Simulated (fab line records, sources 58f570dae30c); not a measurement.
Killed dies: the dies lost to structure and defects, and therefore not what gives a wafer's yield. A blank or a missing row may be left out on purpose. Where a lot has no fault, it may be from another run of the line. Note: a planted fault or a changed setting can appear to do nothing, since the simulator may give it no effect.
Which of the tools did it?    flow berkeley-cmos170    39 wafers from 13 lots sampled at 6 of the route's 331 steps

## WHAT THE GAUGES SHOWED, per wafer
UCB170_PVT_OVL_MEAS_06. Usual: PVT_OVL typically reads 1 nm, with standard deviation 5.2.
lot   measured     on          PVT_OVL (nm)  flag
L530  day 5 10:17  overlay-01  1 2 7         
L532  day 6 05:59  overlay-01  -4 0 -6       
L534  day 6 08:54  overlay-02  -3 5 4        
L536  day 6 17:58  overlay-02  12 8 7        
L537  day 6 18:19  overlay-02  -9 -4 -15     
L541  day 7 14:52  overlay-02  0 4 -5        
L543  day 8 03:06  overlay-01  -1 6 6        
L544  day 8 04:25  overlay-01  4 6 2         
L546  day 8 12:41  overlay-01  -1 1 -4       
L550  day 9 08:50  overlay-02  -3 -1 -5      
L548  day 9 09:04  overlay-01  -2 -6 0       
L552  day 9 16:56  overlay-02  -2 -2 2       
L551  day 9 17:10  overlay-02  -4 -1 -6      

UCB170_NLDD_TW_MEAS_11. Usual: NLDD_TW typically reads 2222, with standard deviation 36.
lot   measured      on             NLDD_TW         flag
L530  day 6 05:27   film-metro-01  2173 2175 2180  
L532  day 6 22:35   film-metro-03  2213 2195 2189  
L534  day 7 02:10   film-metro-01  2185 2203 2182  
L536  day 7 07:19   film-metro-02  2261 2248 2261  
L537  day 7 08:07   film-metro-02  2270 2258 2263  
L541  day 8 08:40   film-metro-02  2261 2275 2265  
L543  day 8 22:15   film-metro-03  2190 2195 2206  
L544  day 8 22:44   film-metro-03  2198 2204 2198  
L546  day 9 05:38   film-metro-02  2254 2267 2264  
L550  day 10 01:49  film-metro-01  2173 2195 2171  
L548  day 10 01:32  film-metro-02  2269 2271 2277  
L552  day 10 08:41  film-metro-02  2277 2275 2284  
L551  day 10 08:41  film-metro-03  2215 2203 2212  

UCB170_NSD_CD_MEAS_06: target cd 1200 nm. Usual: cd-nm 1200.0 nm, standard deviation 1.3.
lot   measured      on         cd-nm (nm)            flag
L530  day 6 11:23   cd-sem-02  1199.0 1200.4 1199.0  
L532  day 7 04:52   cd-sem-01  1199.6 1199.2 1200.9  
L534  day 7 08:53   cd-sem-01  1199.2 1199.5 1199.8  
L536  day 7 15:59   cd-sem-01  - - -                 OFF
L537  day 7 16:37   cd-sem-02  1199.9 1200.6 1199.6  
L541  day 8 17:42   cd-sem-01  1200.5 1198.4 1199.4  
L543  day 9 08:16   cd-sem-01  1199.1 1198.2 1198.4  
L544  day 9 07:59   cd-sem-01  1199.3 1199.4 1198.2  
L546  day 9 15:58   cd-sem-01  1198.9 1199.4 1198.7  
L550  day 10 10:50  cd-sem-02  1200.2 1200.8 1200.6  
L548  day 10 10:37  cd-sem-01  1199.2 1200.0 1200.4  
L552  day 10 19:22  cd-sem-01  1199.0 1199.3 1199.0  
L551  day 10 19:02  cd-sem-01  1201.1 1201.8 1200.7  

UCB170_NSD_TW_MEAS_10. Usual: NSD_TW typically reads 4168, with standard deviation 62.
lot   measured      on             NSD_TW          flag
L530  day 6 11:46   film-metro-01  4138 4120 4112  
L532  day 7 05:16   film-metro-01  4129 4112 4133  
L534  day 7 09:17   film-metro-03  4174 4202 4186  
L536  day 7 16:22   film-metro-01  29 30 29        OFF
L537  day 7 17:01   film-metro-02  4268 4255 4293  
L541  day 8 18:07   film-metro-02  4247 4272 4280  
L543  day 9 08:39   film-metro-01  4163 4142 4142  
L544  day 9 08:22   film-metro-01  4175 4135 4141  
L546  day 9 16:21   film-metro-01  4148 4146 4149  
L550  day 10 11:14  film-metro-01  4105 4111 4129  
L548  day 10 11:01  film-metro-01  4121 4125 4135  
L552  day 10 19:47  film-metro-01  4141 4120 4115  
L551  day 10 19:26  film-metro-01  4101 4115 4115  

## TOOL THAT RAN EACH LOT (tool first, then ch and the chambers of the sampled wafers, then the start)
lot   UCB170_SPACER_ETCHBACK_03           UCB170_NSD_EXPOSE_03
L530  rie-diel-02 ch 0,1,2, day 6 07:43   krf-scanner-01 ch 0, day 6 10:38
L532  rie-diel-02 ch 1,2,3, day 7 01:14   krf-scanner-02 ch 0, day 7 04:28
L534  rie-diel-03 ch 0,1, day 7 05:38     krf-scanner-01 ch 0, day 7 08:29
L536  rie-diel-01 ch 2,3, day 7 13:10     krf-scanner-01 ch 0, day 7 15:21
L537  rie-diel-01 ch 1,2,3, day 7 13:14   krf-scanner-01 ch 0, day 7 16:14
L541  rie-diel-01 ch 0,1,3, day 8 14:36   krf-scanner-01 ch 0, day 8 16:59
L543  rie-diel-01 ch 0,1,2, day 9 04:16   krf-scanner-01 ch 0, day 9 07:47
L544  rie-diel-02 ch 1,2, day 9 04:16     krf-scanner-01 ch 0, day 9 07:34
L546  rie-diel-01 ch 0,1,2, day 9 10:24   krf-scanner-02 ch 0, day 9 15:22
L550  rie-diel-03 ch 0,2,3, day 10 06:56  krf-scanner-01 ch 0, day 10 10:22
L548  rie-diel-02 ch 0,1,2, day 10 06:52  krf-scanner-01 ch 0, day 10 09:54
L552  rie-diel-02 ch 0,3, day 10 14:13    krf-scanner-02 ch 0, day 10 18:44
L551  rie-diel-03 ch 0,1,2, day 10 14:13  krf-scanner-02 ch 0, day 10 18:38
- UCB170_SPACER_ETCHBACK_03: etches SiO2 in CHF3/CF4/Ar, stops on Si, target depth 376 nm, time 100 s.
- UCB170_NSD_EXPOSE_03: exposes mask NSELECT MOD, target cd 1200 nm.

## WHAT THE TOOLS THEMSELVES READ (means of the sampled wafers that have a number; where no wafer has one, the mark that the record gives instead)
UCB170_SPACER_ETCHBACK_03. Usual: chamber-pressure-mTorr 199.99 mTorr, standard deviation 0.26; drypump-motor-current-A 6.0 A, standard deviation 0.5; oes-product-au 0.896 a.u., standard deviation 0.016; throttle-valve-pct 6.46 %, standard deviation 0.13.
lot   tool         chamber-pressure-mTorr (mTorr)  drypump-motor-current-A (A)  oes-product-au (a.u.)  throttle-valve-pct (%)  flag
L530  rie-diel-02  199.84                          5.7                          0.880                  6.51                    
L532  rie-diel-02  199.93                          6.1                          0.905                  6.48                    
L534  rie-diel-03  200.07                          5.8                          0.913                  6.58                    
L536  rie-diel-01  199.96                          6.4                          0.906                  6.47                    
L537  rie-diel-01  200.06                          6.0                          0.903                  6.46                    
L541  rie-diel-01  199.84                          5.9                          0.869                  6.39                    
L543  rie-diel-01  199.94                          6.2                          0.899                  6.41                    
L544  rie-diel-02  199.95                          6.1                          0.894                  6.44                    
L546  rie-diel-01  199.97                          6.3                          0.903                  6.41                    
L550  rie-diel-03  200.12                          5.9                          0.889                  6.35                    
L548  rie-diel-02  199.86                          5.7                          0.883                  6.51                    
L552  rie-diel-02  200.01                          5.1                          0.892                  6.61                    
L551  rie-diel-03  200.00                          5.9                          0.903                  6.52                    

UCB170_NSD_EXPOSE_03. Usual: reticle-temp-C 22.97 C, standard deviation 0.1.
lot   tool            reticle-temp-C (C)  flag
L530  krf-scanner-01  23.04               
L532  krf-scanner-02  23.02               
L534  krf-scanner-01  23.04               
L536  krf-scanner-01  22.92               
L537  krf-scanner-01  22.93               
L541  krf-scanner-01  23.07               
L543  krf-scanner-01  22.93               
L544  krf-scanner-01  23.05               
L546  krf-scanner-02  22.88               
L550  krf-scanner-01  22.95               
L548  krf-scanner-01  22.89               
L552  krf-scanner-02  22.90               
L551  krf-scanner-02  22.88               

## THE ANSWER, worked out from the rows above alone
Rule: a lot counts as off when the mean over its wafers that have a number is more than 3 standard deviations away from the usual mean. A lot without any number at a reading at which 4 lots or more have one is off too. Any other lot the step has rows for is counted as sound. The gauges are gone through in route order, then the tools' own readings, and for those a lot's mean is taken as printed above. The first step at which some lot is off is used, and at that step the reading that is off furthest; a lot without a number counts as furthest.
Off: L536, at UCB170_NSD_CD_MEAS_06 (cd-nm). Without a number there: L536.
If a tool, at a process step before that reading, ran all the lots that are off and no sound lot after the first of them, it fits. Not tried: the gauges at UCB170_NSD_CD_MEAS_06; whatever is off there is also off at UCB170_NSD_TW_MEAS_10, on other tools, and gauge error can't account for it. Of those tried, none fits.

## WHAT THE SIMULATOR HAD PUT IN
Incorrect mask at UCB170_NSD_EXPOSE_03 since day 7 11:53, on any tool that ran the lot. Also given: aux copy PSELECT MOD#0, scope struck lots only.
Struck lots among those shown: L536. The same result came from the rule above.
